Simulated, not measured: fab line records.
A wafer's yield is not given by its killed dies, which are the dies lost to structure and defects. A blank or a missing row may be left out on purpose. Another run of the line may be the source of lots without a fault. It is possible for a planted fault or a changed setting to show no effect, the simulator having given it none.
fab line records	flow berkeleyCmos170
[record] lots = 5	wafers = 23
route steps=331 shown SILICIDE@211 CONTACT@226 M1@242 V1@263 M2@276
startH: start of the lot's first displayed wafer, in hours after the record's first day	waitH: time in hours since the lot's previous step	" the same as in the row above	L1.1+2: one row covering several wafers at once	- no value, or no start given	* or withheld: withheld	< > ~ a bound
route shown NAME@n: NAME is a module with steps in the file, n the number in the route of the first one	usual: mean/standard deviation taken from wafers without a fault	same: alike in all rows	chamber/n: place in a boat	sites: readings site by site	_std_site: standard deviation of those values	_edge_site: the outer-site mean with the inner-site mean subtracted	radiusMm: how far each site lies from the wafer's centre	mask NAME#n: copy n	behind: the last tool/chamber to shape the wafer	hold: why the lot went on hold/how many hours it stayed there/how the hold came to an end	device: whichever transistor did not switch (one of n, p or np)	end of line: tests of these same wafers at the route's end	a step given without rows: its recipe and nothing more	killed: count of dies lost to structure and defects at first sort (not the wafer's yield)	map: a wafer's dies, x killed, . not, _ none there
set.NAME: setting as actually run; set.NAME@STEP: the setting as run at that earlier step	model.NAME: the simulator's own value behind a step, which no gauge read
one table per step and one row per wafer, for lots whose settings were changed on purpose
[[steps]]
[step UCB170_SILICIDE_SPUTTER_01]
[recipe] material = Ti	targetThkNm = 30	timeS = 25	powerW = 1500	chamberPressurePa = 0.5
lot.wafer	tool	chamber	startH	waitH	set.timeS	model.Ti_of_SILICIDE_SPUTTER_01.thkNm
L075.3	pvdSputter-04	-	139.24	0.0	25	29.8
L075.4	"	-	"	"	25	29.88
L075.5	"	-	"	"	25	29.73
L079.1	pvdSputter-04	-	165.50	0.0	25	30.49
L079.2	"	-	"	"	23.23	27.98
L079.3	"	-	"	"	23.23	27.87
L079.4	"	-	"	"	25	30.37
L079.6	"	-	"	"	25	30.03
L082.1	pvdSputter-03	-	174.33	0.0	23.3	28.04
L082.2	"	-	"	"	25	30.15
L082.3	"	-	"	"	23.3	27.78
L082.5	"	-	"	"	23.3	27.84
L082.6	"	-	"	"	25	29.97
L084.1	pvdSputter-04	-	186.38	0.0	25	30
L084.3	"	-	"	"	27.01	33.08
L084.4	"	-	"	"	25	30.41
L084.5	"	-	"	"	27.01	32.65
L084.6	"	-	"	"	25	30.65
L085.1+6	pvdSputter-01	-	197.13	0.0	21.68	25.57
L085.3	"	-	"	"	25	29.51
L085.4	"	-	"	"	25	29.66
L085.5	"	-	"	"	21.68	25.59
[step UCB170_SILICIDE_RS_MEAS_02]
[recipe] thkMeasGauge = four-point-probe	reads = Ti_of_SILICIDE_SPUTTER_01
[usual] SILICIDE_TI_RS = 26.2/0.33
lot.wafer	tool	chamber	startH	waitH	set.timeS@SILICIDE_SPUTTER_01	SILICIDE_TI_RS[ohm/sq]
L075.3	filmMetro-01	-	139.31	0.1	25	26.3
L075.4	"	-	"	"	25	26.2
L075.5	"	-	"	"	25	26.4
L079.1	filmMetro-04	-	165.53	0.0	25	25.6
L079.2	"	-	"	"	23.23	28.4
L079.3	"	-	"	"	23.23	28.4
L079.4	"	-	"	"	25	25.7
L079.6	"	-	"	"	25	26.1
L082.1	filmMetro-03	-	174.37	0.0	23.3	28.2
L082.2	"	-	"	"	25	25.9
L082.3	"	-	"	"	23.3	28.5
L082.5	"	-	"	"	23.3	28.4
L082.6	"	-	"	"	25	26.1
L084.1	filmMetro-04	-	186.41	0.0	25	26.2
L084.3	"	-	"	"	27.01	23.3
L084.4	"	-	"	"	25	25.7
L084.5	"	-	"	"	27.01	23.7
L084.6	"	-	"	"	25	25.5
L085.1	filmMetro-04	-	197.16	0.0	21.68	31.5
L085.3	"	-	"	"	25	26.6
L085.4	"	-	"	"	25	26.5
L085.5	"	-	"	"	21.68	31.5
L085.6	"	-	"	"	21.68	31.5
[step UCB170_SILICIDE_THK_MEAS_03]
[recipe] thkMeasGauge = xrf	reads = Ti_of_SILICIDE_SPUTTER_01
[usual] SILICIDE_TI_THK = 30.7/0.39
lot.wafer	tool	chamber	startH	waitH	set.timeS@SILICIDE_SPUTTER_01	SILICIDE_TI_THK[nm]
L075.3	filmMetro-01	-	139.41	0.1	25	30.6
L075.4	"	-	"	"	25	30.8
L075.5	"	-	"	"	25	30.7
L079.1	filmMetro-04	-	165.65	0.1	25	31.4
L079.2	"	-	"	"	23.23	28.7
L079.3	"	-	"	"	23.23	28.7
L079.4	"	-	"	"	25	31.2
L079.6	"	-	"	"	25	30.9
L082.1	filmMetro-03	-	174.49	0.1	23.3	29.1
L082.2	"	-	"	"	25	31.2
L082.3	"	-	"	"	23.3	28.8
L082.5	"	-	"	"	23.3	28.8
L082.6	"	-	"	"	25	31.0
L084.1	filmMetro-04	-	186.53	0.1	25	30.9
L084.3	"	-	"	"	27.01	34.2
L084.4	"	-	"	"	25	31.2
L084.5	"	-	"	"	27.01	33.8
L084.6	"	-	"	"	25	31.6
L085.1	filmMetro-04	-	197.28	0.1	21.68	26.2
L085.3	"	-	"	"	25	30.2
L085.4	"	-	"	"	25	30.4
L085.5	"	-	"	"	21.68	26.2
L085.6	"	-	"	"	21.68	26.1
[step UCB170_CONTACT_COAT_10]
[recipe] resist = KrF	spinRpm = 1500	resistThkNm = 900
lot.wafer	tool	chamber	startH	waitH	set.resistThkNm	model.KrF_of_CONTACT_COAT_10.thkNm
L075.3	lithoTrack-04	0	-	-	900	904.9
L075.4	"	0	"	"	900	900.6
L075.5	"	0	"	"	900	901.9
L079.1	lithoTrack-02	0	-	-	952.9	947.4
L079.2	"	0	"	"	952.9	950.7
L079.3	"	0	"	"	952.9	949.5
L079.4	"	0	"	"	900	895.1
L079.6	"	0	"	"	900	899.3
L082.1	lithoTrack-01	0	-	-	920.5	923
L082.2+5	"	0	"	"	900	900.1
L082.3+6	"	0	"	"	920.5	922.2
L084.1	lithoTrack-02	0	-	-	900	895.4
L084.3	"	0	"	"	900	898.1
L084.4	"	0	"	"	900	898.9
L084.5	"	0	"	"	900	897.8
L084.6	"	0	"	"	900	896.5
L085.1	lithoTrack-01	0	-	-	900	901.2
L085.3	"	0	"	"	856.3	856.9
L085.4	"	0	"	"	900	902.8
L085.5	"	0	"	"	856.3	857.8
L085.6	"	0	"	"	900	902.3
[step UCB170_CONTACT_PEB_13]
[recipe] pebTempC = 130	pebTimeS = withheld	resist = KrF
lot.wafer	tool	chamber	startH	waitH	set.pebTempC
L075.3+4+5	lithoTrack-02	0	146.04	0.7	130
L079.1+2+3+4+6	lithoTrack-02	0	170.39	0.1	130
L082.1+3	lithoTrack-04	0	180.95	0.6	131.4
L082.2+5+6	"	0	"	"	130
L084.1+3+4+5+6	lithoTrack-02	0	190.16	0.1	130
L085.1+3+4+5+6	lithoTrack-01	0	203.11	0.3	130
[step UCB170_CONTACT_DEVELOP_14]
[recipe] developer = TMAH	developTimeS = 45	resist = KrF	devTempC = 21
[step UCB170_CONTACT_ETCH_17]
[recipe] chemistry = N2/H2	targetDepthA = withheld	overetchA = withheld	target = BARC	timeS = withheld	sourceW = 500	biasW = 100	pressureMtorr = 30	n2FlowSccm = 100	h2FlowSccm = 200
[step UCB170_CONTACT_ETCH_18]
[recipe] chemistry = CHF3/CF4/Ar	target = PSG	stopOn = TiSi2	CHF3_flow_sccm = 45	cf4FlowSccm = 15	Ar_flow_sccm = 150	pressureMtorr = 200	rfW = 700	targetDepthA = 8400	overEtchFrac = 0.2	timeS = 195
lot.wafer	tool	chamber	startH	waitH	set.resistThkNm@CONTACT_COAT_10	model.KrF_of_CONTACT_COAT_10.thkNm
L075.3	rieDiel-02	3	-	-	900	698.7
L075.4	"	3	"	"	900	695
L075.5	"	1	"	"	900	695.5
L079.1	rieDiel-01	0	-	-	952.9	736.4
L079.2	"	3	"	"	952.9	739.6
L079.3	"	1	"	"	952.9	739.4
L079.4	"	2	"	"	900	690
L079.6	"	1	"	"	900	688.8
L082.1	rieDiel-03	2	-	-	920.5	720.9
L082.2	"	1	"	"	900	690.7
L082.3	"	3	"	"	920.5	716.6
L082.5	"	1	"	"	900	689.2
L082.6	"	2	"	"	920.5	720.4
L084.1	rieDiel-01	1	-	-	900	682.2
L084.3	"	3	"	"	900	684
L084.4	"	2	"	"	900	692.6
L084.5	"	0	"	"	900	681.1
L084.6	"	1	"	"	900	683
L085.1	rieDiel-01	3	-	-	900	688.6
L085.3	"	1	"	"	856.3	646.5
L085.4	"	2	"	"	900	700
L085.5	"	3	"	"	856.3	646
L085.6	"	2	"	"	900	696.4
[step UCB170_M1_COAT_04]
[recipe] resist = KrF	spinRpm = 1500	resistThkNm = 900
lot.wafer	tool	chamber	startH	waitH	set.resistThkNm	model.KrF_of_M1_COAT_04.thkNm
L075.3	lithoTrack-02	0	-	-	900	898.8
L075.4	"	0	"	"	900	899.5
L075.5	"	0	"	"	900	902.3
L079.1	lithoTrack-02	0	-	-	900	892.7
L079.2	"	0	"	"	900	897.3
L079.3	"	0	"	"	900	895.9
L079.4	"	0	"	"	900	895.8
L079.6	"	0	"	"	900	898.1
L082.1	lithoTrack-03	0	-	-	945.2	944
L082.2	"	0	"	"	945.2	944.8
L082.3	"	0	"	"	900	897
L082.5	"	0	"	"	945.2	940.1
L082.6	"	0	"	"	900	894.7
L084.1	lithoTrack-03	0	-	-	900	900.2
L084.3	"	0	"	"	900	895.5
L084.4	"	0	"	"	900	901.2
L084.5	"	0	"	"	952.4	952.4
L084.6	"	0	"	"	952.4	953
L085.1	lithoTrack-04	0	-	-	900	897.4
L085.3	"	0	"	"	900	898.6
L085.4	"	0	"	"	900	898.2
L085.5	"	0	"	"	944.7	945.1
L085.6	"	0	"	"	944.7	940.1
[step UCB170_V1_EXPOSE_09]
[recipe] maskId = VIA1	targetCdNm = 700	na = 0.5	sigmaOuter = 0.6	sourceShape = conventional	doseMj = 37
lot.wafer	tool	chamber	startH	waitH	mask	set.doseMj
L075.3+4+5	krfScanner-02	0	153.93	0.1	VIA1#0	37
L079.1+2+3+4+6	krfScanner-01	0	178.72	0.3	VIA1#0	37
L082.1+2+3	krfScanner-02	0	189.28	0.2	VIA1#0	37
L082.5+6	"	0	"	"	VIA1#0	35.32
L084.1+3	krfScanner-02	0	199.16	0.1	VIA1#0	34.64
L084.4+5+6	"	0	"	"	VIA1#0	37
L085.1+3+4+5+6	krfScanner-01	0	209.37	0.4	VIA1#0	37
[step UCB170_V1_PEB_10]
[recipe] pebTempC = 130	pebTimeS = withheld	resist = KrF
[step UCB170_V1_DEVELOP_11]
[recipe] developer = TMAH	developTimeS = 45	resist = KrF	devTempC = 21
[step UCB170_V1_CD_MEAS_12]
[recipe] targetCdNm = 700
[usual] cdNm = 699.9/1.4
lot.wafer	tool	chamber	startH	waitH	set.doseMj@V1_EXPOSE_09	cdNm
L075.3	cdSem-02	-	154.38	-	37	700.2
L075.4	"	-	"	"	37	699.7
L075.5	"	-	"	"	37	700.7
L079.1	cdSem-02	-	179.48	-	37	699.1
L079.2	"	-	"	"	37	697.2
L079.3	"	-	"	"	37	698.1
L079.4	"	-	"	"	37	698.9
L079.6	"	-	"	"	37	698.5
L082.1	cdSem-02	-	190.00	-	37	699.8
L082.2	"	-	"	"	37	699.5
L082.3	"	-	"	"	37	700.9
L082.5	"	-	"	"	35.32	692.3
L082.6	"	-	"	"	35.32	692.3
L084.1	cdSem-02	-	199.55	-	34.64	686.8
L084.3	"	-	"	"	34.64	687.3
L084.4	"	-	"	"	37	698.7
L084.5	"	-	"	"	37	700.7
L084.6	"	-	"	"	37	698.5
L085.1	cdSem-01	-	209.80	-	37	700.0
L085.3	"	-	"	"	37	701.2
L085.4	"	-	"	"	37	700.3
L085.5	"	-	"	"	37	701.5
L085.6	"	-	"	"	37	700.8
[step UCB170_V1_ETCH_14]
[recipe] chemistry = CHF3/CF4/Ar	target = SiO2	stopOn = Al	CHF3_flow_sccm = 45	cf4FlowSccm = 15	Ar_flow_sccm = 150	pressureMtorr = 200	rfW = 700	targetDepthA = 12500	overEtchFrac = 0.25	timeS = 291
lot.wafer	tool	chamber	startH	waitH	set.doseMj@V1_EXPOSE_09	model.V1.cdNm
L075.3	rieDiel-01	3	154.49	0.0	37	701.1
L075.4	"	0	"	"	37	701.3
L075.5	"	0	"	"	37	702.2
L079.1	rieDiel-04	3	179.64	0.0	37	698.3
L079.2	"	1	"	"	37	696.2
L079.3	"	0	"	"	37	696.8
L079.4	"	1	"	"	37	698.6
L079.6	"	0	"	"	37	697.6
L082.1	rieDiel-01	2	190.16	0.0	37	699.1
L082.2	"	0	"	"	37	700.4
L082.3	"	3	"	"	37	701.5
L082.5	"	3	"	"	35.32	693
L082.6	"	2	"	"	35.32	691.7
L084.1	rieDiel-03	0	199.70	0.0	34.64	687.4
L084.3	"	1	"	"	34.64	687.6
L084.4	"	0	"	"	37	698.5
L084.5	"	0	"	"	37	700.8
L084.6	"	1	"	"	37	698.9
L085.1	rieDiel-03	3	209.95	0.0	37	700.5
L085.3	"	1	"	"	37	701.3
L085.4	"	2	"	"	37	700
L085.5	"	3	"	"	37	702
L085.6	"	2	"	"	37	700.9
[step UCB170_V1_STRIP_15]
[recipe] chemistry = O2	powerW = 400	pressureMtorr = 3500	platenTempC = withheld	o2FlowSccm = 400	overashFraction = 0.5
[step UCB170_V1_CD_MEAS_90]
[recipe] targetCdNm = 700
[usual] cdNm = 700.1/1.6
lot.wafer	tool	chamber	startH	waitH	set.doseMj@V1_EXPOSE_09	cdNm
L075.3	cdSem-01	-	154.81	0.1	37	701.3
L075.4	"	-	"	"	37	701.2
L075.5	"	-	"	"	37	702.3
L079.1	cdSem-02	-	179.92	0.1	37	698.5
L079.2	"	-	"	"	37	696.4
L079.3	"	-	"	"	37	697.1
L079.4	"	-	"	"	37	698.6
L079.6	"	-	"	"	37	697.6
L082.1	cdSem-02	-	190.72	0.4	37	699.3
L082.2	"	-	"	"	37	700.6
L082.3	"	-	"	"	37	701.5
L082.5	"	-	"	"	35.32	692.9
L082.6	"	-	"	"	35.32	691.6
L084.1	cdSem-01	-	200.07	0.1	34.64	687.8
L084.3	"	-	"	"	34.64	687.7
L084.4	"	-	"	"	37	698.6
L084.5	"	-	"	"	37	700.9
L084.6	"	-	"	"	37	699.0
L085.1	cdSem-01	-	210.23	0.1	37	701.0
L085.3	"	-	"	"	37	701.1
L085.4	"	-	"	"	37	700.1
L085.5	"	-	"	"	37	702.3
L085.6	"	-	"	"	37	701.0
[step UCB170_M2_COAT_05]
[recipe] resist = KrF	spinRpm = 1500	resistThkNm = 900
lot.wafer	tool	chamber	startH	waitH	set.resistThkNm	model.KrF_of_M2_COAT_05.thkNm
L075.3	lithoTrack-03	0	155.42	0.1	900	901.9
L075.4	"	0	"	"	900	902.7
L075.5	"	0	"	"	900	903.1
L079.1	lithoTrack-03	0	181.14	0.1	900	895.1
L079.2	"	0	"	"	869.3	866.2
L079.3	"	0	"	"	900	899.2
L079.4	"	0	"	"	900	895.9
L079.6	"	0	"	"	869.3	868.3
L082.1	lithoTrack-03	0	191.32	0.1	900	901.8
L082.2	"	0	"	"	849.3	851.1
L082.3	"	0	"	"	849.3	850.5
L082.5	"	0	"	"	900	901.3
L082.6	"	0	"	"	849.3	849.7
L084.1	lithoTrack-03	0	201.28	0.1	858.5	860.5
L084.3+5	"	0	"	"	900	900.6
L084.4	"	0	"	"	900	903.3
L084.6	"	0	"	"	858.5	858.7
L085.1	lithoTrack-02	0	210.83	0.1	900	899
L085.3	"	0	"	"	900	895.8
L085.4	"	0	"	"	900	901
L085.5	"	0	"	"	900	898.9
L085.6	"	0	"	"	900	901.5
[step UCB170_M2_SOFTBAKE_06]
[recipe] resist = KrF	tempC = 130	timeS = 60
[step UCB170_M2_STRIP_07]
[recipe] chemistry = O2	powerW = 400	pressureMtorr = 3500	platenTempC = withheld	o2FlowSccm = 400	overashFraction = 0.5
[usual] stripTimeToEndpointS = 21.95/0.063
lot.wafer	tool	chamber	startH	waitH	set.resistThkNm@M2_COAT_05	stripTimeToEndpointS
L075.3	plasmaAsher-01	1	155.71	0.1	900	22.00
L075.4	"	0	"	"	900	22.04
L075.5	"	1	"	"	900	22.06
L079.1	plasmaAsher-01	1	181.44	0.1	900	21.84
L079.2	"	0	"	"	869.3	21.16
L079.3	"	0	"	"	900	21.93
L079.4	"	1	"	"	900	21.87
L079.6	"	0	"	"	869.3	21.20
L082.1	plasmaAsher-02	0	191.62	0.1	900	22.00
L082.2	"	1	"	"	849.3	20.80
L082.3	"	1	"	"	849.3	20.76
L082.5	"	1	"	"	900	22.00
L082.6	"	0	"	"	849.3	20.76
L084.1	plasmaAsher-03	1	201.58	0.1	858.5	21.02
L084.3	"	1	"	"	900	21.99
L084.4	"	0	"	"	900	22.04
L084.5	"	0	"	"	900	21.97
L084.6	"	1	"	"	858.5	20.97
L085.1	plasmaAsher-02	0	211.13	0.1	900	21.95
L085.3	"	0	"	"	900	21.86
L085.4	"	1	"	"	900	21.97
L085.5	"	0	"	"	900	21.96
L085.6	"	1	"	"	900	22.01
[step UCB170_M2_METAL_ETCH_18]
[recipe] chemistry = Cl2/BCl3	target = Al	stopOn = SiO2	pressureMtorr = 12	targetDepthA = 11700	overEtchFrac = 0.3	timeS = 195	icpW = 600	biasW = 120	Cl2_flow_sccm = 90	bcl3FlowSccm = 45
lot.wafer	tool	chamber	startH	waitH	set.timeS	model.KrF_of_M2_COAT_10.thkNm	model.SiO2_of_V1_CVD_00.thkNm
L075.3	rieMetal-01	0	157.08	-	195	196.4	936.1
L075.4	"	1	"	"	195	207.7	937.5
L075.5	"	0	"	"	195	199.7	936.2
L079.1	rieMetal-02	1	183.50	-	195	204.5	936.6
L079.2	"	0	"	"	195	214.9	937.2
L079.3	"	0	"	"	183.3	257.2	940
L079.4	"	1	"	"	195	214.7	939.6
L079.6	"	0	"	"	183.3	254.9	939.7
L082.1	rieMetal-04	1	194.00	-	219	125	930.3
L082.2	"	1	"	"	219	119.1	929.5
L082.3	"	1	"	"	195	209.4	938.6
L082.5	"	1	"	"	195	200.1	939.4
L082.6	"	1	"	"	195	207.4	938.9
L084.1	rieMetal-04	0	203.24	-	195	196.9	936.1
L084.3	"	0	"	"	195	194.9	935.4
L084.4	"	1	"	"	195	199.2	937.3
L084.5	"	0	"	"	195	192.5	936.4
L084.6	"	1	"	"	195	203.8	936.8
L085.1	rieMetal-01	0	212.83	-	208.9	142	933
L085.3	"	1	"	"	195	198.2	937.2
L085.4	"	0	"	"	195	191.4	936.7
L085.5	"	0	"	"	195	190	936.3
L085.6	"	1	"	"	208.9	148.2	931.1
[step UCB170_M2_STRIP_19]
[recipe] chemistry = O2	powerW = 400	pressureMtorr = 3500	platenTempC = withheld	o2FlowSccm = 400	overashFraction = 0.5
[usual] oesProductAu = 0.534/0.01
lot.wafer	tool	chamber	startH	waitH	set.timeS@M2_METAL_ETCH_18	oesProductAu
L075.3	plasmaAsher-03	1	157.23	0.1	195	0.536
L075.4	"	0	"	"	195	0.543
L075.5	"	1	"	"	195	0.531
L079.1	plasmaAsher-01	1	183.69	0.1	195	0.532
L079.2	"	0	"	"	195	0.544
L079.3	"	1	"	"	183.3	0.591
L079.4	"	0	"	"	195	0.554
L079.6	"	0	"	"	183.3	0.591
L082.1	plasmaAsher-01	0	194.37	0.3	219	0.456
L082.2	"	1	"	"	219	0.443
L082.3	"	1	"	"	195	0.542
L082.5	"	1	"	"	195	0.532
L082.6	"	0	"	"	195	0.534
L084.1	plasmaAsher-01	0	203.43	0.1	195	0.524
L084.3	"	0	"	"	195	0.532
L084.4	"	1	"	"	195	0.526
L084.5	"	1	"	"	195	0.520
L084.6	"	0	"	"	195	0.533
L085.1	plasmaAsher-02	0	213.01	0.1	208.9	0.470
L085.3	"	1	"	"	195	0.522
L085.4	"	0	"	"	195	0.519
L085.5	"	0	"	"	195	0.521
L085.6	"	1	"	"	208.9	0.481
[[key]]
[split] step = UCB170_SILICIDE_SPUTTER_01	setting = timeS	stated = 25	by = wafer
[response] step = UCB170_SILICIDE_SPUTTER_01	reading = model.Ti_of_SILICIDE_SPUTTER_01.thkNm	change = +0.311	per = 1%	r = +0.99
[response] step = UCB170_SILICIDE_RS_MEAS_02	reading = SILICIDE_TI_RS	change = -0.351	per = 1%	r = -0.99
[response] step = UCB170_SILICIDE_THK_MEAS_03	reading = SILICIDE_TI_THK	change = +0.324	per = 1%	r = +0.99
[split] step = UCB170_CONTACT_COAT_10	setting = resistThkNm	stated = 900	by = wafer
[response] step = UCB170_CONTACT_COAT_10	reading = model.KrF_of_CONTACT_COAT_10.thkNm	change = +9.06	per = 1%	r = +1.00
[response] step = UCB170_CONTACT_ETCH_18	reading = model.KrF_of_CONTACT_COAT_10.thkNm	change = +9.35	per = 1%	r = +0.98
[split] step = UCB170_CONTACT_PEB_13	setting = pebTempC	stated = 130	by = wafer
response none clear
[split] step = UCB170_M1_COAT_04	setting = resistThkNm	stated = 900	by = wafer
[response] step = UCB170_M1_COAT_04	reading = model.KrF_of_M1_COAT_04.thkNm	change = +9.19	per = 1%	r = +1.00
[split] step = UCB170_V1_EXPOSE_09	setting = doseMj	stated = 37	by = wafer
[response] step = UCB170_V1_CD_MEAS_12	reading = cdNm	change = +1.85	per = 1%	r = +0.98
[response] step = UCB170_V1_ETCH_14	reading = model.V1.cdNm	change = +1.83	per = 1%	r = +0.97
[response] step = UCB170_V1_CD_MEAS_90	reading = cdNm	change = +1.83	per = 1%	r = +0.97
[split] step = UCB170_M2_COAT_05	setting = resistThkNm	stated = 900	by = wafer
[response] step = UCB170_M2_COAT_05	reading = model.KrF_of_M2_COAT_05.thkNm	change = +9	per = 1%	r = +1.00
[response] step = UCB170_M2_STRIP_07	reading = stripTimeToEndpointS	change = *	per = 1%	r = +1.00
[split] step = UCB170_M2_METAL_ETCH_18	setting = timeS	stated = 195	by = wafer
[response] step = UCB170_M2_METAL_ETCH_18	reading = model.KrF_of_M2_COAT_10.thkNm	change = -6.88	per = 1%	r = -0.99
[response] step = UCB170_M2_METAL_ETCH_18	reading = model.SiO2_of_V1_CVD_00.thkNm	change = -0.659	per = 1%	r = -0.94
[response] step = UCB170_M2_STRIP_19	reading = oesProductAu	change = -0.00702	per = 1%	r = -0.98
